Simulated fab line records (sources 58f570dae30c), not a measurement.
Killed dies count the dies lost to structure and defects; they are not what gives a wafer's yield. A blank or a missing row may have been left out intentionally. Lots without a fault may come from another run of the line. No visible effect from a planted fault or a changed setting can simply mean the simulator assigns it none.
Which tool did it?	flow berkeley-cmos170	Sampling: 14 lots, 42 wafers, 5 of 331 route steps

WHAT THE GAUGES SHOWED, per wafer
UCB170_START_BOW_MEAS_00.
lot	measured	on	INCOMING_BOW (um)
L608	day 1 10:00	film-metro-02	1 9 -9
L609	day 1 15:01	film-metro-02	-2 3 3
L610	day 1 20:00	film-metro-03	0 4 0
L611	day 2 01:00	film-metro-03	-3 -7 6
L612	day 2 06:00	film-metro-03	-5 -8 8
L614	day 2 16:04	film-metro-03	-1 -5 -9
L615	day 2 21:01	film-metro-01	4 3 1
L622	day 4 08:01	film-metro-01	-4 -11 4
L623	day 4 13:00	film-metro-03	3 0 -7
L625	day 4 23:00	film-metro-02	-5 2 -1
L627	day 5 09:00	film-metro-03	1 7 4
L628	day 5 14:00	film-metro-03	-5 1 4
L629	day 5 19:01	film-metro-02	-15 -2 13
L631	day 6 05:00	film-metro-03	7 3 -3

UCB170_NWELL_THK_MEAS_02.
lot	measured	on	NWELL_OXIDE_THK (nm)
L608	day 2 01:04	film-metro-02	26.4 26.6 26.2
L609	day 2 09:49	film-metro-04	26.5 26.3 25.9
L610	day 2 18:49	film-metro-02	26.0 25.6 25.7
L611	day 2 22:40	film-metro-02	25.8 26.0 25.8
L612	day 2 18:49	film-metro-04	26.6 26.0 25.9
L614	day 3 14:09	film-metro-02	22.9 22.8 22.7
L615	day 3 14:08	film-metro-01	23.1 23.0 23.3
L622	day 5 02:38	film-metro-02	25.7 26.0 25.3
L623	day 5 09:32	film-metro-04	25.8 26.1 25.3
L625	day 5 16:53	film-metro-04	26.0 25.7 26.4
L627	day 6 02:20	film-metro-04	25.5 25.7 25.1
L628	day 6 13:08	film-metro-01	26.8 26.5 26.5
L629	day 6 13:08	film-metro-02	27.2 26.9 27.3
L631	day 7 07:05	film-metro-01	26.3 26.8 26.3

UCB170_PWELL_THK_MEAS_06.
lot	measured	on	PWELL_NITRIDE_THK (nm)
L608	day 3 07:56	film-metro-01	222.3 220.8 222.7
L609	day 3 15:37	film-metro-03	222.0 220.8 222.2
L610	day 4 00:34	film-metro-04	218.6 220.4 218.7
L611	day 4 00:34	film-metro-01	219.0 218.4 216.1
L612	day 4 00:34	film-metro-03	220.5 218.5 218.7
L614	day 4 17:13	film-metro-04	223.1 219.7 221.9
L615	day 4 17:11	film-metro-03	221.0 221.6 222.9
L622	day 6 12:22	film-metro-03	221.3 218.3 217.5
L623	day 6 12:25	film-metro-03	220.5 218.1 219.1
L625	day 7 05:41	film-metro-03	221.2 224.2 222.9
L627	day 7 21:08	film-metro-01	219.1 219.2 221.2
L628	day 8 09:28	film-metro-04	222.3 221.6 222.6
L629	day 8 09:29	film-metro-01	218.9 218.8 219.6
L631	day 8 22:31	film-metro-01	221.5 223.4 221.8

UCB170_FIELD_THK_MEAS_02.
lot	measured	on	FIELD_OXIDE_THK (nm)
L608	day 5 00:58	film-metro-01	544 537 542
L609	day 5 08:33	film-metro-01	544 541 536
L610	day 5 23:02	film-metro-04	572 568 563
L611	day 5 23:02	film-metro-01	563 557 563
L612	day 5 23:02	film-metro-03	567 567 559
L614	day 6 19:42	film-metro-04	536 534 537
L615	day 6 19:41	film-metro-03	551 548 557
L622	day 9 02:10	film-metro-03	568 569 567
L623	day 9 02:09	film-metro-04	555 561 561
L625	day 9 21:13	film-metro-04	542 556 562
L627	day 10 07:59	film-metro-01	583 570 572
L628	day 10 22:09	film-metro-04	557 546 548
L629	day 10 22:10	film-metro-03	542 553 548
L631	day 11 14:59	film-metro-04	547 554 540

TOOL THAT RAN EACH LOT (tool first, then ch and the chambers of the sampled wafers, then the start)
lot	UCB170_NWELL_OXIDATION_01
L608	furnace-04 ch 0, day 1 23:43
L609	furnace-01 ch 0, day 2 08:28
L610	furnace-02 ch 0, day 2 17:28
L611	furnace-02 ch 0, day 2 21:19
L612	furnace-02 ch 0, day 2 17:28
L614	furnace-02 ch 0, day 3 12:46
L615	furnace-02 ch 0, day 3 12:46
L622	furnace-01 ch 0, day 5 01:17
L623	furnace-04 ch 0, day 5 08:11
L625	furnace-01 ch 0, day 5 15:32
L627	furnace-01 ch 0, day 6 00:59
L628	furnace-04 ch 0, day 6 11:47
L629	furnace-04 ch 0, day 6 11:47
L631	furnace-04 ch 0, day 7 05:44
- UCB170_NWELL_OXIDATION_01: target thk 26.4 nm, ox time 1260 s.

WHAT THE TOOLS THEMSELVES READ (means of the sampled wafers that have a number; where no wafer has one, the mark that the record gives instead)
The record holds no such reading with a usual standard deviation.

THE ANSWER, worked out from the rows above alone
Rule: the usual values come from the lots themselves. The widest of any qualifying gaps counts: lots, ordered by their means at a reading, are off when they make up no more than a third of the lots, leave a main group of 4 or more, and stand apart from it by 3 or more times the standard deviation of that group's means. Not used: any main group whose means are identical at the precision the tables above print for the reading. Also off: a lot with no number at a reading for which 4 or more lots have one. Any other lot the step has rows for is counted as sound. The gauges are gone through in route order, then the tools' own readings, and for those a lot's mean is taken as printed above. At the first step where some lot is off, the reading lying furthest off is the one used; lots without a number count as furthest.
Off: at UCB170_NWELL_THK_MEAS_02 (NWELL_OXIDE_THK), L614, L615. For the main group the mean is 26.1 nm and the standard deviation 0.46.
A tool fits if, at a process step before that reading, it ran every lot that is off, and no sound lot after the first of them. Gauges at UCB170_NWELL_THK_MEAS_02: tried the same way as those tools. One fits: furnace-02 at UCB170_NWELL_OXIDATION_01. Its last sound lot is L611 (day 2 21:19), its first lot that is off L614 (day 3 12:46): a fault that began between those two fits.

WHAT THE SIMULATOR HAD PUT IN
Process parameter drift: furnace-02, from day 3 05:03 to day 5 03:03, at UCB170_NWELL_OXIDATION_01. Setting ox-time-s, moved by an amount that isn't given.
Lots struck among those shown: L614, L615. The rule above found the same.
